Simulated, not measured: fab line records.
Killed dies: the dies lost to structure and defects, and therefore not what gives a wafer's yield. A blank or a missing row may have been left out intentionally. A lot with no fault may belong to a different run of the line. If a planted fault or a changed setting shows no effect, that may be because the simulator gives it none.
fab line records || flow ritCmos
record {"lots": 5, "wafers": 15, "lastDay": 7}
route steps=202 shown ACTIVE@18 FOX1@20 FOX2@23
lots that met no fault: from a run of the same line without faults
startH: start of the lot's first displayed wafer, in hours after the record's first day || waitH: hours from the lot's prior step to this one || " identical to the entry in the row above || L1.1+2: several wafers, shown together as one row || - either no value or no given start || * or withheld: withheld || < > ~ a bound
route shown NAME@n: NAME is a module with steps in the file, n the number in the route of the first one || usual: mean/standard deviation of fault-free wafers || same: alike in all rows || chamber/n: place in a boat || sites: each site's reading || _std_site: standard deviation of those values || _edge_site: inner sites' mean taken away from outer sites' mean || radiusMm: how far each site lies from the wafer's centre || mask NAME#n: copy n || behind: the last tool/chamber to shape the wafer || hold: what put the lot on hold/how long, in hours/how the hold closed || device: transistor that didn't switch, given as n, p or np || end of line: tests run on the same wafers once the route is complete || a step with no rows: only its recipe || killed: dies lost to structure and defects at the first sort, not the wafer's yield || map: the dies of a wafer, with x for killed, . for not killed, _ for no die there
set.NAME: the setting as run; set.NAME@STEP: as run at that earlier step || model.NAME: the simulator's own value behind a step, which no gauge read
certain route steps with their lots: each step a table, each wafer a row
services: when a tool's chamber went out of use (startH, in hours from the record's first day, below 0 if earlier), for how many hours, and the reason
## steps
# step RIT_ACTIVE_CLEAN_16
# recipe {"chemistry": "dHF", "dilution": "50:1", "timeS": 30}
{"lot.wafer": "L074.2+5+6", "tool": "wetBench-04", "chamber": 3, "startH": 16.13, "waitH": 0.0}
{"lot.wafer": "L078.1+4+5", "tool": "wetBench-02", "chamber": 0, "startH": 37.55, "waitH": 0.0}
{"lot.wafer": "L080.2+4+6", "tool": "wetBench-03", "chamber": 3, "startH": 46.65, "waitH": 0.0}
{"lot.wafer": "L083.2+3+5", "tool": "wetBench-04", "chamber": 0, "startH": 62.73, "waitH": 0.0}
{"lot.wafer": "L097.3+4+5", "tool": "wetBench-03", "chamber": 2, "startH": 131.49, "waitH": 0.0}
# step RIT_ACTIVE_CLEAN_17
# recipe {"chemistry": "SC2", "mix": "3:3:50", "timeS": 600, "tempC": 75, "dry": "n2Spin"}
{"lot.wafer": "L074.2+5+6", "tool": "wetBench-02", "chamber": 2, "startH": 16.15, "waitH": 0.0}
{"lot.wafer": "L078.1+4+5", "tool": "wetBench-03", "chamber": 0, "startH": 37.57, "waitH": 0.0}
{"lot.wafer": "L080.2+4+6", "tool": "wetBench-02", "chamber": 1, "startH": 46.66, "waitH": 0.0}
{"lot.wafer": "L083.2+3+5", "tool": "wetBench-03", "chamber": 1, "startH": 62.75, "waitH": 0.0}
{"lot.wafer": "L097.3+4+5", "tool": "wetBench-02", "chamber": 3, "startH": 131.51, "waitH": 0.0}
# step RIT_FOX1_OXIDATION_00
# recipe {"tempC": 1100, "ambient": "H2O", "targetThkA": 3507, "pH2oTorr": 720, "oxTimeS": 1130}
# usual {"zonePowerCentrePct": "48.7/2.3"}
{"lot.wafer": "L074.2", "tool": "furnace-04", "chamber": 0, "startH": 19.32, "waitH": 3.0, "zonePowerCentrePct": 45.3}
{"lot.wafer": "L074.5", "tool": "furnace-04", "chamber": 0, "startH": 19.32, "waitH": 3.0, "zonePowerCentrePct": 45.8}
{"lot.wafer": "L074.6", "tool": "furnace-04", "chamber": 0, "startH": 19.32, "waitH": 3.0, "zonePowerCentrePct": 45.6}
{"lot.wafer": "L078.1", "tool": "furnace-01", "chamber": 0, "startH": 39.83, "waitH": 2.1, "zonePowerCentrePct": 51.0}
{"lot.wafer": "L078.4", "tool": "furnace-01", "chamber": 0, "startH": 39.83, "waitH": 2.1, "zonePowerCentrePct": 51.8}
{"lot.wafer": "L078.5", "tool": "furnace-01", "chamber": 0, "startH": 39.83, "waitH": 2.1, "zonePowerCentrePct": 50.7}
{"lot.wafer": "L080.2", "tool": "furnace-01", "chamber": 0, "startH": 46.84, "waitH": 0.0, "zonePowerCentrePct": 51.1}
{"lot.wafer": "L080.4", "tool": "furnace-01", "chamber": 0, "startH": 46.84, "waitH": 0.0, "zonePowerCentrePct": 51.9}
{"lot.wafer": "L080.6", "tool": "furnace-01", "chamber": 0, "startH": 46.84, "waitH": 0.0, "zonePowerCentrePct": 50.9}
{"lot.wafer": "L083.2", "tool": "furnace-04", "chamber": 0, "startH": 63.79, "waitH": 0.9, "zonePowerCentrePct": 45.5}
{"lot.wafer": "L083.3", "tool": "furnace-04", "chamber": 0, "startH": 63.79, "waitH": 0.9, "zonePowerCentrePct": 45.3}
{"lot.wafer": "L083.5", "tool": "furnace-04", "chamber": 0, "startH": 63.79, "waitH": 0.9, "zonePowerCentrePct": 45.1}
{"lot.wafer": "L097.3", "tool": "furnace-01", "chamber": 0, "startH": 132.05, "waitH": 0.4, "zonePowerCentrePct": 51.5}
{"lot.wafer": "L097.4", "tool": "furnace-01", "chamber": 0, "startH": 132.05, "waitH": 0.4, "zonePowerCentrePct": 50.4}
{"lot.wafer": "L097.5", "tool": "furnace-01", "chamber": 0, "startH": 132.05, "waitH": 0.4, "zonePowerCentrePct": 51.7}
# step RIT_FOX1_THK_MEAS_01
# recipe {"reads": "SiO2_of_FOX1_OXIDATION_00"}
# usual {"FOX1_OXIDE_THK": "349/7.2"}
{"lot.wafer": "L074.2", "tool": "filmMetro-01", "chamber": "-", "startH": 20.64, "waitH": 0.0, "FOX1_OXIDE_THK[nm]": 355}
{"lot.wafer": "L074.5", "tool": "filmMetro-01", "chamber": "-", "startH": 20.64, "waitH": 0.0, "FOX1_OXIDE_THK[nm]": 348}
{"lot.wafer": "L074.6", "tool": "filmMetro-01", "chamber": "-", "startH": 20.64, "waitH": 0.0, "FOX1_OXIDE_THK[nm]": 351}
{"lot.wafer": "L078.1", "tool": "filmMetro-04", "chamber": "-", "startH": 41.15, "waitH": 0.0, "FOX1_OXIDE_THK[nm]": 338}
{"lot.wafer": "L078.4", "tool": "filmMetro-04", "chamber": "-", "startH": 41.15, "waitH": 0.0, "FOX1_OXIDE_THK[nm]": 342}
{"lot.wafer": "L078.5", "tool": "filmMetro-04", "chamber": "-", "startH": 41.15, "waitH": 0.0, "FOX1_OXIDE_THK[nm]": 338}
{"lot.wafer": "L080.2", "tool": "filmMetro-04", "chamber": "-", "startH": 48.16, "waitH": 0.0, "FOX1_OXIDE_THK[nm]": 345}
{"lot.wafer": "L080.4", "tool": "filmMetro-04", "chamber": "-", "startH": 48.16, "waitH": 0.0, "FOX1_OXIDE_THK[nm]": 342}
{"lot.wafer": "L080.6", "tool": "filmMetro-04", "chamber": "-", "startH": 48.16, "waitH": 0.0, "FOX1_OXIDE_THK[nm]": 343}
{"lot.wafer": "L083.2", "tool": "filmMetro-01", "chamber": "-", "startH": 65.12, "waitH": 0.0, "FOX1_OXIDE_THK[nm]": 351}
{"lot.wafer": "L083.3", "tool": "filmMetro-01", "chamber": "-", "startH": 65.12, "waitH": 0.0, "FOX1_OXIDE_THK[nm]": 351}
{"lot.wafer": "L083.5", "tool": "filmMetro-01", "chamber": "-", "startH": 65.12, "waitH": 0.0, "FOX1_OXIDE_THK[nm]": 355}
{"lot.wafer": "L097.3", "tool": "filmMetro-02", "chamber": "-", "startH": 133.39, "waitH": 0.0, "FOX1_OXIDE_THK[nm]": 340}
{"lot.wafer": "L097.4", "tool": "filmMetro-02", "chamber": "-", "startH": 133.39, "waitH": 0.0, "FOX1_OXIDE_THK[nm]": 339}
{"lot.wafer": "L097.5", "tool": "filmMetro-02", "chamber": "-", "startH": 133.39, "waitH": 0.0, "FOX1_OXIDE_THK[nm]": 343}
# step RIT_FOX1_WET_ETCH_02
# recipe {"chemistry": "BOE", "targetDepthNm": 350, "timeS": 390, "tempC": 21.5, "dry": "n2Spin", "dilution": "10:1", "target": "SiO2"}
{"lot.wafer": "L074.2+5+6", "tool": "wetBench-01", "chamber": 0, "startH": 20.69, "waitH": 0.0}
{"lot.wafer": "L078.1+4+5", "tool": "wetBench-02", "chamber": 3, "startH": 41.21, "waitH": 0.1}
{"lot.wafer": "L080.2+4+6", "tool": "wetBench-03", "chamber": 3, "startH": 48.21, "waitH": 0.0}
{"lot.wafer": "L083.2+3+5", "tool": "wetBench-02", "chamber": 2, "startH": 65.17, "waitH": 0.0}
{"lot.wafer": "L097.3+4+5", "tool": "wetBench-02", "chamber": 1, "startH": 133.43, "waitH": 0.0}
# step RIT_FOX2_OXIDATION_00
# recipe {"tempC": 1100, "ambient": "H2O", "targetThkA": 3507, "pH2oTorr": 720, "oxTimeS": 1130}
# usual {"zonePowerCentrePct": "49.0/1.9"}
{"lot.wafer": "L074.2", "tool": "furnace-01", "chamber": 0, "startH": 27.16, "waitH": 6.3, "zonePowerCentrePct": 52.0}
{"lot.wafer": "L074.5", "tool": "furnace-01", "chamber": 0, "startH": 27.16, "waitH": 6.3, "zonePowerCentrePct": 51.3}
{"lot.wafer": "L074.6", "tool": "furnace-01", "chamber": 0, "startH": 27.16, "waitH": 6.3, "zonePowerCentrePct": 51.1}
{"lot.wafer": "L078.1", "tool": "furnace-04", "chamber": 0, "startH": 43.02, "waitH": 1.7, "zonePowerCentrePct": 46.0}
{"lot.wafer": "L078.4", "tool": "furnace-04", "chamber": 0, "startH": 43.02, "waitH": 1.7, "zonePowerCentrePct": 45.8}
{"lot.wafer": "L078.5", "tool": "furnace-04", "chamber": 0, "startH": 43.02, "waitH": 1.7, "zonePowerCentrePct": 44.9}
{"lot.wafer": "L080.2", "tool": "furnace-04", "chamber": 0, "startH": 48.65, "waitH": 0.3, "zonePowerCentrePct": 46.1}
{"lot.wafer": "L080.4", "tool": "furnace-04", "chamber": 0, "startH": 48.65, "waitH": 0.3, "zonePowerCentrePct": 46.0}
{"lot.wafer": "L080.6", "tool": "furnace-04", "chamber": 0, "startH": 48.65, "waitH": 0.3, "zonePowerCentrePct": 46.1}
{"lot.wafer": "L083.2", "tool": "furnace-03", "chamber": 0, "startH": 69.43, "waitH": 4.1, "zonePowerCentrePct": 49.4}
{"lot.wafer": "L083.3", "tool": "furnace-03", "chamber": 0, "startH": 69.43, "waitH": 4.1, "zonePowerCentrePct": 49.9}
{"lot.wafer": "L083.5", "tool": "furnace-03", "chamber": 0, "startH": 69.43, "waitH": 4.1, "zonePowerCentrePct": 48.6}
{"lot.wafer": "L097.3", "tool": "furnace-03", "chamber": 0, "startH": 133.54, "waitH": 0.0, "zonePowerCentrePct": 48.3}
{"lot.wafer": "L097.4", "tool": "furnace-03", "chamber": 0, "startH": 133.54, "waitH": 0.0, "zonePowerCentrePct": 48.7}
{"lot.wafer": "L097.5", "tool": "furnace-03", "chamber": 0, "startH": 133.54, "waitH": 0.0, "zonePowerCentrePct": 48.1}
# step RIT_FOX2_THK_MEAS_01
# recipe {"reads": "SiO2_of_FOX2_OXIDATION_00"}
# usual {"FOX2_OXIDE_THK": "348/6.5"}
{"lot.wafer": "L074.2", "tool": "filmMetro-01", "chamber": "-", "startH": 28.48, "waitH": 0.0, "FOX2_OXIDE_THK[nm]": 348}
{"lot.wafer": "L074.5", "tool": "filmMetro-01", "chamber": "-", "startH": 28.48, "waitH": 0.0, "FOX2_OXIDE_THK[nm]": 353}
{"lot.wafer": "L074.6", "tool": "filmMetro-01", "chamber": "-", "startH": 28.48, "waitH": 0.0, "FOX2_OXIDE_THK[nm]": 352}
{"lot.wafer": "L078.1", "tool": "filmMetro-02", "chamber": "-", "startH": 44.34, "waitH": 0.0, "FOX2_OXIDE_THK[nm]": 348}
{"lot.wafer": "L078.4", "tool": "filmMetro-02", "chamber": "-", "startH": 44.34, "waitH": 0.0, "FOX2_OXIDE_THK[nm]": 352}
{"lot.wafer": "L078.5", "tool": "filmMetro-02", "chamber": "-", "startH": 44.34, "waitH": 0.0, "FOX2_OXIDE_THK[nm]": 351}
{"lot.wafer": "L080.2", "tool": "filmMetro-01", "chamber": "-", "startH": 49.97, "waitH": 0.0, "FOX2_OXIDE_THK[nm]": 343}
{"lot.wafer": "L080.4", "tool": "filmMetro-01", "chamber": "-", "startH": 49.97, "waitH": 0.0, "FOX2_OXIDE_THK[nm]": 339}
{"lot.wafer": "L080.6", "tool": "filmMetro-01", "chamber": "-", "startH": 49.97, "waitH": 0.0, "FOX2_OXIDE_THK[nm]": 340}
{"lot.wafer": "L083.2", "tool": "filmMetro-02", "chamber": "-", "startH": 70.75, "waitH": 0.0, "FOX2_OXIDE_THK[nm]": 345}
{"lot.wafer": "L083.3", "tool": "filmMetro-02", "chamber": "-", "startH": 70.75, "waitH": 0.0, "FOX2_OXIDE_THK[nm]": 350}
{"lot.wafer": "L083.5", "tool": "filmMetro-02", "chamber": "-", "startH": 70.75, "waitH": 0.0, "FOX2_OXIDE_THK[nm]": 354}
{"lot.wafer": "L097.3", "tool": "filmMetro-03", "chamber": "-", "startH": 134.88, "waitH": 0.0, "FOX2_OXIDE_THK[nm]": 352}
{"lot.wafer": "L097.4", "tool": "filmMetro-03", "chamber": "-", "startH": 134.88, "waitH": 0.0, "FOX2_OXIDE_THK[nm]": 349}
{"lot.wafer": "L097.5", "tool": "filmMetro-03", "chamber": "-", "startH": 134.88, "waitH": 0.0, "FOX2_OXIDE_THK[nm]": 346}
# step RIT_FOX2_CLEAN_02
# recipe {"chemistry": "dHF", "dilution": "50:1", "timeS": 180}
{"lot.wafer": "L074.2+5+6", "tool": "wetBench-01", "chamber": 2, "startH": 28.53, "waitH": 0.0}
{"lot.wafer": "L078.1+4+5", "tool": "wetBench-03", "chamber": 0, "startH": 44.40, "waitH": 0.1}
{"lot.wafer": "L080.2+4+6", "tool": "wetBench-04", "chamber": 2, "startH": 50.02, "waitH": 0.0}
{"lot.wafer": "L083.2+3+5", "tool": "wetBench-01", "chamber": 1, "startH": 70.80, "waitH": 0.0}
{"lot.wafer": "L097.3+4+5", "tool": "wetBench-01", "chamber": 0, "startH": 134.92, "waitH": 0.0}
## services
{"tool": "wetBench-02", "chamber": "-", "startH": -1.93, "hours": 1.6, "kind": "repair"}
{"tool": "wetBench-04", "chamber": "-", "startH": -1.46, "hours": 0.9, "kind": "repair"}
{"tool": "furnace-01", "chamber": "-", "startH": 14.25, "hours": 3.8, "kind": "pm"}
{"tool": "furnace-01", "chamber": "-", "startH": 18.07, "hours": 4.0, "kind": "pm"}
{"tool": "furnace-03", "chamber": "-", "startH": 22.35, "hours": 5.1, "kind": "pm"}
{"tool": "furnace-04", "chamber": "-", "startH": 23.89, "hours": 11.9, "kind": "pm"}
{"tool": "wetBench-02", "chamber": "-", "startH": 57.88, "hours": 0.9, "kind": "repair"}
{"tool": "wetBench-02", "chamber": "-", "startH": 61.90, "hours": 1.9, "kind": "pm"}
{"tool": "wetBench-04", "chamber": "-", "startH": 114.46, "hours": 6.0, "kind": "repair"}
## key
fault none
